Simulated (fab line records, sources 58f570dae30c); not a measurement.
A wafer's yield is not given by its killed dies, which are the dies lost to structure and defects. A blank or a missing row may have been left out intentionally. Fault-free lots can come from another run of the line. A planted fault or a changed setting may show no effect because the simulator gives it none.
fab line records / flow berkeleyCmos170 / part 2 of 2: steps 28 to 36 of 36
record lots=5 wafers=15 lastDay=10
route steps=331 shown CONTACT@236 M1@238 V1@254 M2@271
lots with no fault: from the same line, run without faults
startH: the number of hours between the record's first day and the start of the first shown wafer of the lot / waitH: hours since the lot's step before / " repeats the value in the row above / L1.1+2: several wafers, shown together as one row / - either no value or no given start / * or withheld: withheld / < > ~ a bound
route shown NAME@n: a module of which the file shows steps, and the number in the route of the first / usual: the fault-free wafers' mean and standard deviation / same: alike in all rows / chamber/n: place in a boat / sites: each site's reading / _std_site: standard deviation of those values / _edge_site: the outer-site mean with the inner-site mean subtracted / radiusMm: how far each site lies from the wafer's centre / mask NAME#n: copy n / behind: tool/chamber where the wafer was last shaped / hold: the reason the lot was held/the length of the hold in hours/how it ended / device: which transistor (n, p or np) failed to switch / end of line: the route-end tests of the same wafers / a step with no rows: only its recipe / killed: at the first sort, the dies lost to defects and structure; wafer yield is something else / map: per-die view of a wafer (x killed, . not killed, _ where there is no die)
set.NAME: the run value of the setting; set.NAME@STEP: its run value at that earlier step / model.NAME: the simulator's own value behind a step, which no gauge read
lots at some steps of the route; a table a step, a row a wafer
services: a tool's chamber out of use, with start hour (startH, from the record's first day; less than 0 if before it), hours out, and reason
## steps
# step UCB170_V1_EXPOSE_09
# recipe maskId=VIA1 targetCdNm=700 na=0.5 sigmaOuter=0.6 sourceShape=conventional doseMj=37
lot.wafer=L075.2+3+5 tool=krfScanner-01 chamber=0 startH=166.43 waitH=0.1 mask=VIA1#0
lot.wafer=L080.1+2+5 tool=krfScanner-01 chamber=0 startH=179.61 waitH=0.2 mask=VIA1#0
lot.wafer=L079.1+3+5 tool=krfScanner-02 chamber=0 startH=179.85 waitH=0.4 mask=VIA1#0
lot.wafer=L085.1+4+5 tool=krfScanner-01 chamber=0 startH=218.46 waitH=0.1 mask=VIA1#0
lot.wafer=L091.2+4+5 tool=krfScanner-01 chamber=0 startH=232.51 waitH=0.2 mask=VIA1#0
# step UCB170_V1_PEB_10
# recipe pebTempC=130 pebTimeS=withheld resist=KrF
# usual exhaustPa=45.1/0.93 plateSensorTCentreC=131.41/0.0093 plateSensorTEdgeC=131.53/0.01
lot.wafer=L075.2 tool=lithoTrack-03 chamber=0 startH=166.55 waitH=0.1 exhaustPa=43.9 plateSensorTCentreC=131.39 plateSensorTEdgeC=131.52
lot.wafer=L075.3 tool=lithoTrack-03 chamber=0 startH=166.55 waitH=0.1 exhaustPa=45.3 plateSensorTCentreC=131.41 plateSensorTEdgeC=131.52
lot.wafer=L075.5 tool=lithoTrack-03 chamber=0 startH=166.55 waitH=0.1 exhaustPa=43.7 plateSensorTCentreC=131.41 plateSensorTEdgeC=131.54
lot.wafer=L080.1 tool=lithoTrack-03 chamber=0 startH=179.72 waitH=0.1 exhaustPa=43.4 plateSensorTCentreC=131.41 plateSensorTEdgeC=131.54
lot.wafer=L080.2 tool=lithoTrack-03 chamber=0 startH=179.72 waitH=0.1 exhaustPa=45.0 plateSensorTCentreC=131.41 plateSensorTEdgeC=131.53
lot.wafer=L080.5 tool=lithoTrack-03 chamber=0 startH=179.72 waitH=0.1 exhaustPa=45.1 plateSensorTCentreC=131.39 plateSensorTEdgeC=131.54
lot.wafer=L079.1 tool=lithoTrack-02 chamber=0 startH=179.97 waitH=0.1 exhaustPa=45.5 plateSensorTCentreC=131.41 plateSensorTEdgeC=131.53
lot.wafer=L079.3 tool=lithoTrack-02 chamber=0 startH=179.97 waitH=0.1 exhaustPa=44.8 plateSensorTCentreC=131.41 plateSensorTEdgeC=131.53
lot.wafer=L079.5 tool=lithoTrack-02 chamber=0 startH=179.97 waitH=0.1 exhaustPa=44.8 plateSensorTCentreC=131.41 plateSensorTEdgeC=131.53
lot.wafer=L085.1 tool=lithoTrack-02 chamber=0 startH=218.58 waitH=0.1 exhaustPa=44.0 plateSensorTCentreC=131.42 plateSensorTEdgeC=131.53
lot.wafer=L085.4 tool=lithoTrack-02 chamber=0 startH=218.58 waitH=0.1 exhaustPa=43.0 plateSensorTCentreC=131.4 plateSensorTEdgeC=131.52
lot.wafer=L085.5 tool=lithoTrack-02 chamber=0 startH=218.58 waitH=0.1 exhaustPa=43.6 plateSensorTCentreC=131.38 plateSensorTEdgeC=131.53
lot.wafer=L091.2 tool=lithoTrack-02 chamber=0 startH=232.96 waitH=0.4 exhaustPa=46.3 plateSensorTCentreC=131.39 plateSensorTEdgeC=131.53
lot.wafer=L091.4 tool=lithoTrack-02 chamber=0 startH=232.96 waitH=0.4 exhaustPa=45.2 plateSensorTCentreC=131.41 plateSensorTEdgeC=131.52
lot.wafer=L091.5 tool=lithoTrack-02 chamber=0 startH=232.96 waitH=0.4 exhaustPa=46.1 plateSensorTCentreC=131.42 plateSensorTEdgeC=131.53
# step UCB170_V1_DEVELOP_11
# recipe developer=TMAH developTimeS=45 resist=KrF devTempC=21
# usual exhaustPa=45.0/0.9
lot.wafer=L075.2 tool=lithoTrack-03 chamber=0 startH=- waitH=- exhaustPa=45.3
lot.wafer=L075.3 tool=lithoTrack-03 chamber=0 startH=- waitH=- exhaustPa=46.1
lot.wafer=L075.5 tool=lithoTrack-03 chamber=0 startH=- waitH=- exhaustPa=45.0
lot.wafer=L080.1 tool=lithoTrack-03 chamber=0 startH=- waitH=- exhaustPa=46.5
lot.wafer=L080.2 tool=lithoTrack-03 chamber=0 startH=- waitH=- exhaustPa=45.6
lot.wafer=L080.5 tool=lithoTrack-03 chamber=0 startH=- waitH=- exhaustPa=45.2
lot.wafer=L079.1 tool=lithoTrack-02 chamber=0 startH=- waitH=- exhaustPa=43.7
lot.wafer=L079.3 tool=lithoTrack-02 chamber=0 startH=- waitH=- exhaustPa=44.2
lot.wafer=L079.5 tool=lithoTrack-02 chamber=0 startH=- waitH=- exhaustPa=43.9
lot.wafer=L085.1 tool=lithoTrack-02 chamber=0 startH=- waitH=- exhaustPa=46.4
lot.wafer=L085.4 tool=lithoTrack-02 chamber=0 startH=- waitH=- exhaustPa=45.5
lot.wafer=L085.5 tool=lithoTrack-02 chamber=0 startH=- waitH=- exhaustPa=44.5
lot.wafer=L091.2 tool=lithoTrack-02 chamber=0 startH=- waitH=- exhaustPa=47.2
lot.wafer=L091.4 tool=lithoTrack-02 chamber=0 startH=- waitH=- exhaustPa=45.8
lot.wafer=L091.5 tool=lithoTrack-02 chamber=0 startH=- waitH=- exhaustPa=45.8
# step UCB170_V1_CD_MEAS_12
# recipe targetCdNm=700
# usual cdNm=699.7/1.4
lot.wafer=L075.2 tool=cdSem-01 chamber=- startH=166.82 waitH=- cdNm=701.4
lot.wafer=L075.3 tool=cdSem-01 chamber=- startH=166.82 waitH=- cdNm=700.8
lot.wafer=L075.5 tool=cdSem-01 chamber=- startH=166.82 waitH=- cdNm=701.5
lot.wafer=L080.1 tool=cdSem-02 chamber=- startH=180.00 waitH=- cdNm=698.5
lot.wafer=L080.2 tool=cdSem-02 chamber=- startH=180.00 waitH=- cdNm=699.8
lot.wafer=L080.5 tool=cdSem-02 chamber=- startH=180.00 waitH=- cdNm=699.8
lot.wafer=L079.1 tool=cdSem-02 chamber=- startH=180.24 waitH=- cdNm=696.0
lot.wafer=L079.3 tool=cdSem-02 chamber=- startH=180.24 waitH=- cdNm=697.6
lot.wafer=L079.5 tool=cdSem-02 chamber=- startH=180.24 waitH=- cdNm=697.3
lot.wafer=L085.1 tool=cdSem-01 chamber=- startH=218.85 waitH=- cdNm=697.9
lot.wafer=L085.4 tool=cdSem-01 chamber=- startH=218.85 waitH=- cdNm=697.4
lot.wafer=L085.5 tool=cdSem-01 chamber=- startH=218.85 waitH=- cdNm=699.0
lot.wafer=L091.2 tool=cdSem-02 chamber=- startH=233.23 waitH=- cdNm=697.8
lot.wafer=L091.4 tool=cdSem-02 chamber=- startH=233.23 waitH=- cdNm=699.1
lot.wafer=L091.5 tool=cdSem-02 chamber=- startH=233.23 waitH=- cdNm=697.9
# step UCB170_V1_OVL_MEAS_13
# usual V1_OVL=0/6.5
lot.wafer=L075.2 tool=overlay-02 chamber=- startH=166.93 waitH=0.1 V1_OVL[nm]=-1
lot.wafer=L075.3 tool=overlay-02 chamber=- startH=166.93 waitH=0.1 V1_OVL[nm]=6
lot.wafer=L075.5 tool=overlay-02 chamber=- startH=166.93 waitH=0.1 V1_OVL[nm]=6
lot.wafer=L080.1 tool=overlay-01 chamber=- startH=180.12 waitH=0.1 V1_OVL[nm]=-4
lot.wafer=L080.2 tool=overlay-01 chamber=- startH=180.12 waitH=0.1 V1_OVL[nm]=-6
lot.wafer=L080.5 tool=overlay-01 chamber=- startH=180.12 waitH=0.1 V1_OVL[nm]=2
lot.wafer=L079.1 tool=overlay-02 chamber=- startH=180.36 waitH=0.1 V1_OVL[nm]=10
lot.wafer=L079.3 tool=overlay-02 chamber=- startH=180.36 waitH=0.1 V1_OVL[nm]=2
lot.wafer=L079.5 tool=overlay-02 chamber=- startH=180.36 waitH=0.1 V1_OVL[nm]=1
lot.wafer=L085.1 tool=overlay-01 chamber=- startH=218.97 waitH=0.1 V1_OVL[nm]=-9
lot.wafer=L085.4 tool=overlay-01 chamber=- startH=218.97 waitH=0.1 V1_OVL[nm]=-6
lot.wafer=L085.5 tool=overlay-01 chamber=- startH=218.97 waitH=0.1 V1_OVL[nm]=-9
lot.wafer=L091.2 tool=overlay-01 chamber=- startH=233.33 waitH=0.1 V1_OVL[nm]=-5
lot.wafer=L091.4 tool=overlay-01 chamber=- startH=233.33 waitH=0.1 V1_OVL[nm]=-3
lot.wafer=L091.5 tool=overlay-01 chamber=- startH=233.33 waitH=0.1 V1_OVL[nm]=-3
# step UCB170_V1_ETCH_14
# recipe chemistry=CHF3/CF4/Ar target=SiO2 stopOn=Al CHF3_flow_sccm=45 cf4FlowSccm=15 Ar_flow_sccm=150 pressureMtorr=200 rfW=700 targetDepthA=12500 overEtchFrac=0.25 timeS=291
# usual drypumpMotorCurrentA=5.8/0.53 oesProductAu=0.875/0.009 rfFwdPowerW=698.2/2.1 throttleValvePct=6.98/0.13
# same timeS=291
lot.wafer=L075.2 tool=rieDiel-01 chamber=3 startH=166.96 waitH=0.0 drypumpMotorCurrentA=5.5 oesProductAu=0.880 rfFwdPowerW=694.6 rfHoursCounterH=114 throttleValvePct=6.83
lot.wafer=L075.3 tool=rieDiel-01 chamber=1 startH=166.96 waitH=0.0 drypumpMotorCurrentA=5.0 oesProductAu=0.877 rfFwdPowerW=696.5 rfHoursCounterH=9 throttleValvePct=7.02
lot.wafer=L075.5 tool=rieDiel-01 chamber=0 startH=166.96 waitH=0.0 drypumpMotorCurrentA=5.9 oesProductAu=0.862 rfFwdPowerW=699.1 rfHoursCounterH=- throttleValvePct=6.83
lot.wafer=L080.1 tool=rieDiel-01 chamber=0 startH=180.16 waitH=0.0 drypumpMotorCurrentA=5.9 oesProductAu=0.865 rfFwdPowerW=696.2 rfHoursCounterH=40 throttleValvePct=6.82
lot.wafer=L080.2 tool=rieDiel-01 chamber=3 startH=180.16 waitH=0.0 drypumpMotorCurrentA=5.5 oesProductAu=0.877 rfFwdPowerW=700.2 rfHoursCounterH=115 throttleValvePct=6.84
lot.wafer=L080.5 tool=rieDiel-01 chamber=2 startH=180.16 waitH=0.0 drypumpMotorCurrentA=5.1 oesProductAu=0.880 rfFwdPowerW=698.6 rfHoursCounterH=- throttleValvePct=7.04
lot.wafer=L079.1 tool=rieDiel-03 chamber=2 startH=180.40 waitH=0.0 drypumpMotorCurrentA=6.5 oesProductAu=0.885 rfFwdPowerW=698.6 rfHoursCounterH=130 throttleValvePct=7.12
lot.wafer=L079.3 tool=rieDiel-03 chamber=3 startH=180.40 waitH=0.0 drypumpMotorCurrentA=6.7 oesProductAu=0.871 rfFwdPowerW=697.1 rfHoursCounterH=93 throttleValvePct=6.87
lot.wafer=L079.5 tool=rieDiel-03 chamber=3 startH=180.40 waitH=0.0 drypumpMotorCurrentA=6.7 oesProductAu=0.875 rfFwdPowerW=697.5 rfHoursCounterH=- throttleValvePct=6.86
lot.wafer=L085.1 tool=rieDiel-04 chamber=2 startH=219.01 waitH=0.0 drypumpMotorCurrentA=5.4 oesProductAu=0.880 rfFwdPowerW=700.2 rfHoursCounterH=52 throttleValvePct=6.71
lot.wafer=L085.4 tool=rieDiel-04 chamber=0 startH=219.01 waitH=0.0 drypumpMotorCurrentA=5.6 oesProductAu=0.871 rfFwdPowerW=697.7 rfHoursCounterH=- throttleValvePct=7.14
lot.wafer=L085.5 tool=rieDiel-04 chamber=1 startH=219.01 waitH=0.0 drypumpMotorCurrentA=5.9 oesProductAu=0.869 rfFwdPowerW=700.3 rfHoursCounterH=- throttleValvePct=7.03
lot.wafer=L091.2 tool=rieDiel-01 chamber=0 startH=233.36 waitH=0.0 drypumpMotorCurrentA=5.9 oesProductAu=0.869 rfFwdPowerW=700.3 rfHoursCounterH=43 throttleValvePct=6.81
lot.wafer=L091.4 tool=rieDiel-01 chamber=3 startH=233.36 waitH=0.0 drypumpMotorCurrentA=5.6 oesProductAu=0.881 rfFwdPowerW=701.0 rfHoursCounterH=118 throttleValvePct=6.81
lot.wafer=L091.5 tool=rieDiel-01 chamber=2 startH=233.36 waitH=0.0 drypumpMotorCurrentA=5.1 oesProductAu=0.882 rfFwdPowerW=697.7 rfHoursCounterH=- throttleValvePct=7.04
# step UCB170_V1_STRIP_15
# recipe chemistry=O2 powerW=400 pressureMtorr=3500 platenTempC=withheld o2FlowSccm=400 overashFraction=0.5
# usual drypumpMotorCurrentA=5.6/0.41 oesProductAu=0.722/0.0046 stripTimeToEndpointS=15.40/0.12
lot.wafer=L075.2 tool=plasmaAsher-02 chamber=1 startH=167.14 waitH=0.1 drypumpMotorCurrentA=5.8 oesProductAu=0.722 rfHoursCounterH=4 stripTimeToEndpointS=15.30
lot.wafer=L075.3 tool=plasmaAsher-02 chamber=1 startH=167.14 waitH=0.1 drypumpMotorCurrentA=5.8 oesProductAu=0.723 rfHoursCounterH=- stripTimeToEndpointS=15.41
lot.wafer=L075.5 tool=plasmaAsher-02 chamber=0 startH=167.14 waitH=0.1 drypumpMotorCurrentA=5.2 oesProductAu=0.713 rfHoursCounterH=- stripTimeToEndpointS=15.49
lot.wafer=L080.1 tool=plasmaAsher-01 chamber=0 startH=180.33 waitH=0.1 drypumpMotorCurrentA=5.0 oesProductAu=0.724 rfHoursCounterH=38 stripTimeToEndpointS=15.57
lot.wafer=L080.2 tool=plasmaAsher-01 chamber=1 startH=180.33 waitH=0.1 drypumpMotorCurrentA=6.4 oesProductAu=0.726 rfHoursCounterH=38 stripTimeToEndpointS=15.34
lot.wafer=L080.5 tool=plasmaAsher-01 chamber=0 startH=180.33 waitH=0.1 drypumpMotorCurrentA=5.0 oesProductAu=0.718 rfHoursCounterH=- stripTimeToEndpointS=15.25
lot.wafer=L079.1 tool=plasmaAsher-02 chamber=0 startH=180.58 waitH=0.1 drypumpMotorCurrentA=5.2 oesProductAu=0.720 rfHoursCounterH=6 stripTimeToEndpointS=15.32
lot.wafer=L079.3 tool=plasmaAsher-02 chamber=1 startH=180.58 waitH=0.1 drypumpMotorCurrentA=5.8 oesProductAu=0.716 rfHoursCounterH=- stripTimeToEndpointS=15.36
lot.wafer=L079.5 tool=plasmaAsher-02 chamber=1 startH=180.58 waitH=0.1 drypumpMotorCurrentA=5.8 oesProductAu=0.715 rfHoursCounterH=- stripTimeToEndpointS=15.33
lot.wafer=L085.1 tool=plasmaAsher-04 chamber=1 startH=219.19 waitH=0.1 drypumpMotorCurrentA=5.4 oesProductAu=0.718 rfHoursCounterH=50 stripTimeToEndpointS=15.34
lot.wafer=L085.4 tool=plasmaAsher-04 chamber=1 startH=219.19 waitH=0.1 drypumpMotorCurrentA=5.3 oesProductAu=0.720 rfHoursCounterH=- stripTimeToEndpointS=15.40
lot.wafer=L085.5 tool=plasmaAsher-04 chamber=1 startH=219.19 waitH=0.1 drypumpMotorCurrentA=5.3 oesProductAu=0.723 rfHoursCounterH=- stripTimeToEndpointS=15.39
lot.wafer=L091.2 tool=plasmaAsher-02 chamber=0 startH=233.54 waitH=0.1 drypumpMotorCurrentA=5.2 oesProductAu=0.726 rfHoursCounterH=12 stripTimeToEndpointS=15.41
lot.wafer=L091.4 tool=plasmaAsher-02 chamber=0 startH=233.54 waitH=0.1 drypumpMotorCurrentA=5.2 oesProductAu=0.722 rfHoursCounterH=- stripTimeToEndpointS=15.34
lot.wafer=L091.5 tool=plasmaAsher-02 chamber=0 startH=233.54 waitH=0.1 drypumpMotorCurrentA=5.2 oesProductAu=0.722 rfHoursCounterH=- stripTimeToEndpointS=15.17
# step UCB170_V1_CD_MEAS_90
# recipe targetCdNm=700
# usual cdNm=699.6/1.7
lot.wafer=L075.2 tool=cdSem-01 chamber=- startH=167.26 waitH=0.1 cdNm=700.8
lot.wafer=L075.3 tool=cdSem-01 chamber=- startH=167.26 waitH=0.1 cdNm=699.6
lot.wafer=L075.5 tool=cdSem-01 chamber=- startH=167.26 waitH=0.1 cdNm=701.5
lot.wafer=L080.1 tool=cdSem-01 chamber=- startH=180.43 waitH=0.1 cdNm=699.1
lot.wafer=L080.2 tool=cdSem-01 chamber=- startH=180.43 waitH=0.1 cdNm=699.0
lot.wafer=L080.5 tool=cdSem-01 chamber=- startH=180.43 waitH=0.1 cdNm=700.4
lot.wafer=L079.1 tool=cdSem-01 chamber=- startH=180.68 waitH=0.1 cdNm=695.7
lot.wafer=L079.3 tool=cdSem-01 chamber=- startH=180.68 waitH=0.1 cdNm=696.3
lot.wafer=L079.5 tool=cdSem-01 chamber=- startH=180.68 waitH=0.1 cdNm=695.9
lot.wafer=L085.1 tool=cdSem-01 chamber=- startH=219.29 waitH=0.1 cdNm=697.7
lot.wafer=L085.4 tool=cdSem-01 chamber=- startH=219.29 waitH=0.1 cdNm=697.5
lot.wafer=L085.5 tool=cdSem-01 chamber=- startH=219.29 waitH=0.1 cdNm=698.4
lot.wafer=L091.2 tool=cdSem-02 chamber=- startH=233.74 waitH=0.2 cdNm=697.0
lot.wafer=L091.4 tool=cdSem-02 chamber=- startH=233.74 waitH=0.2 cdNm=698.4
lot.wafer=L091.5 tool=cdSem-02 chamber=- startH=233.74 waitH=0.2 cdNm=698.7
# step UCB170_M2_PRE_CLEAN_00
# recipe gas=Ar precleanEtchTimeS=60
lot.wafer=L075.2+3+5 tool=pvdSputter-02 chamber=- startH=167.36 waitH=0.1
lot.wafer=L080.1+2+5 tool=pvdSputter-03 chamber=- startH=180.55 waitH=0.1
lot.wafer=L079.1+3+5 tool=pvdSputter-02 chamber=- startH=180.80 waitH=0.1
lot.wafer=L085.1+4+5 tool=pvdSputter-02 chamber=- startH=219.41 waitH=0.1
lot.wafer=L091.2+4+5 tool=pvdSputter-02 chamber=- startH=233.84 waitH=0.1
## services
tool=furnace-01 chamber=- startH=133.79 hours=25.8 kind=repair
tool=cmp-02 chamber=- startH=134.31 hours=0.4 kind=repair
tool=pvdSputter-03 chamber=- startH=134.54 hours=4.8 kind=repair
tool=furnace-01 chamber=- startH=159.56 hours=8.8 kind=pm
tool=krfScanner-02 chamber=- startH=171.85 hours=0.8 kind=pm
tool=furnace-01 chamber=- startH=172.75 hours=2.7 kind=pm
tool=krfScanner-01 chamber=- startH=182.35 hours=1.3 kind=pm
tool=rieDiel-03 chamber=1 startH=193.92 hours=3.0 kind=repair
tool=cmp-01 chamber=- startH=198.42 hours=1.2 kind=repair
tool=krfScanner-01 chamber=- startH=200.27 hours=2.0 kind=repair
tool=pvdSputter-04 chamber=- startH=201.11 hours=2.4 kind=repair
tool=wetBench-04 chamber=- startH=201.17 hours=2.5 kind=repair
tool=plasmaAsher-02 chamber=- startH=205.12 hours=2.1 kind=repair
tool=krfScanner-01 chamber=- startH=207.01 hours=1.0 kind=pm
tool=krfScanner-01 chamber=- startH=208.85 hours=0.8 kind=pm
tool=krfScanner-02 chamber=- startH=210.17 hours=1.0 kind=pm
tool=rieDiel-04 chamber=3 startH=214.29 hours=6.5 kind=repair
tool=wetBench-04 chamber=- startH=220.59 hours=9.2 kind=repair
tool=pecvd-04 chamber=0 startH=221.81 hours=6.5 kind=repair
tool=pecvd-02 chamber=0 startH=222.07 hours=5.1 kind=repair
tool=rieDiel-02 chamber=- startH=223.26 hours=1.9 kind=repair
tool=rieDiel-03 chamber=2 startH=227.47 hours=1.5 kind=repair
tool=krfScanner-02 chamber=- startH=228.49 hours=1.3 kind=pm
tool=cmp-01 chamber=- startH=232.00 hours=4.0 kind=pm
